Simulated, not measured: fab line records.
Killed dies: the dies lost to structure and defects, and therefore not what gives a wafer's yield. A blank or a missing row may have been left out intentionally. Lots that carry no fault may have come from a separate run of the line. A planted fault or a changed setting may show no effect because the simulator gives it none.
Split-lot study    flow berkeleyCmos170    on a route of 331 steps: 5 lots, 23 wafers read

## THE SPLIT ITSELF
At UCB170_GATE_PEB_10, the setting pebTempC was moved away from the recipe's 130 C on 12 of the 23 wafers read, by -2.3% to +0.8%. For the rest of the wafers, this setting stayed at what the recipe calls for.

## FROM THE SPLIT TO THE READING: what the file shows between them, 5 steps
- UCB170_GATE_DEVELOP_11: develop time 45 s
- UCB170_GATE_CD_MEAS_12: target cd 350 nm
- UCB170_GATE_ETCH_14: etches BARC in N2/H2
- UCB170_GATE_ETCH_15: etches poly-Si in HBr/Cl2, stops on SiO2, time 56.3 s, target depth 278.2 nm
- UCB170_GATE_STRIP_16: strips in O2

## THE READING
At UCB170_GATE_CD_MEAS_90: cdNm in nanometres, against a target cd of 350 nm. Fault-free wafers of this fab line usually give 350.0 nm, standard deviation 1.9 nm.

wafer   tool, chamber at the split  pebTempC as run, C  against the recipe  cdNm, nm  against lot-mates on the recipe
L074.1  lithoTrack-01, 0            127.8               -1.7%               368.0     +16.1
L074.2  lithoTrack-01, 0            130                 recipe              352.2     -
L074.3  lithoTrack-01, 0            130                 recipe              351.6     -
L074.4  lithoTrack-01, 0            127.8               -1.7%               367.7     +15.8
L074.6  lithoTrack-01, 0            127.8               -1.7%               368.1     +16.2
L077.1  lithoTrack-04, 0            127                 -2.3%               373.2     +22.0
L077.2  lithoTrack-04, 0            127                 -2.3%               376.2     +25.0
L077.3  lithoTrack-04, 0            130                 recipe              351.8     -
L077.4  lithoTrack-04, 0            130                 recipe              350.6     -
L077.5  lithoTrack-04, 0            127                 -2.3%               374.0     +22.8
L082.1  lithoTrack-02, 0            127.3               -2.1%               366.4     +20.9
L082.2  lithoTrack-02, 0            127.3               -2.1%               365.4     +19.9
L082.3  lithoTrack-02, 0            127.3               -2.1%               366.7     +21.2
L082.5  lithoTrack-02, 0            130                 recipe              345.2     -
L082.6  lithoTrack-02, 0            130                 recipe              345.7     -
L083.1  lithoTrack-04, 0            130                 recipe              349.2     -
L083.2  lithoTrack-04, 0            131                 +0.8%               341.2     -7.9
L083.3  lithoTrack-04, 0            130                 recipe              349.1     -
L083.5  lithoTrack-04, 0            131                 +0.8%               343.1     -6.0
L083.6  lithoTrack-04, 0            131                 +0.8%               341.8     -7.3
L085.2  lithoTrack-04, 0            130                 recipe              351.3     -
L085.4  lithoTrack-04, 0            130                 recipe              351.3     -
L085.5  lithoTrack-04, 0            130                 recipe              350.5     -

FIT RESULTS
A straight line over all 23 wafers: cdNm changes by -9.75 nm for each +1% of pebTempC; r = -0.98; the points scatter about the line by 2.5 nm.
The same after taking each lot's own level away (the mean of its wafers on the recipe; 23 wafers): -9.84 nm for each +1%; r = -1.00; scatter 0.75 nm.
On that fit, the largest move of pebTempC shifts the reading by 23 nm.
The lots' own levels span 345.45 to 351.90 nm, that is 3.4 times the standard deviation above.
So the lot-to-lot level changes the slope little: the two slopes agree.
Check: with one of the wafers moved furthest among these (-2.3%) left out of the fit, the line predicts +22.9 nm for it against its lot-mates. Against them it came out at +22 nm.

## ADDITIONAL SPLITS CARRIED BY THESE WAFERS
Note: prior to the reading, these wafers also went through further splits. Each is held against what the fit with the lots' levels taken away leaves over:
other split on the same wafers   wafers away from the commonest value  r with cdNm (lot level and that fit taken away)
UCB170_START_OXIDATION_02 tempC  15                                    +0.09
UCB170_ACTIVE_CVD_05 tempC       18                                    -0.22
UCB170_SACOX_OXIDATION_01 tempC  15                                    +0.06
UCB170_NVT_IMPLANT_07 doseCm2    5                                     +0.17
UCB170_GATE_COAT_07 spinRpm      10                                    -0.23

## THE WHOLE CHAIN: every reading that the file lists as answering this split, in the file's order
step                    what it does                                                                  reading                                                     change (the file's fit)               r (the file's)
UCB170_GATE_CD_MEAS_12  target cd 350 nm                                                              cdNm                                                        -9.94 nm for each +1% of the setting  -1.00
UCB170_GATE_ETCH_15     etches poly-Si in HBr/Cl2, stops on SiO2, time 56.3 s, target depth 278.2 nm  GATE.cdNm (the simulator's own value, which no gauge read)  -9.83 nm for each +1% of the setting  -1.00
UCB170_GATE_CD_MEAS_90  target cd 350 nm                                                              cdNm                                                        -9.89 nm for each +1% of the setting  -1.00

## FILE'S OWN FIT
cdNm changes by -9.89 nm for each +1% of pebTempC, r = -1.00.
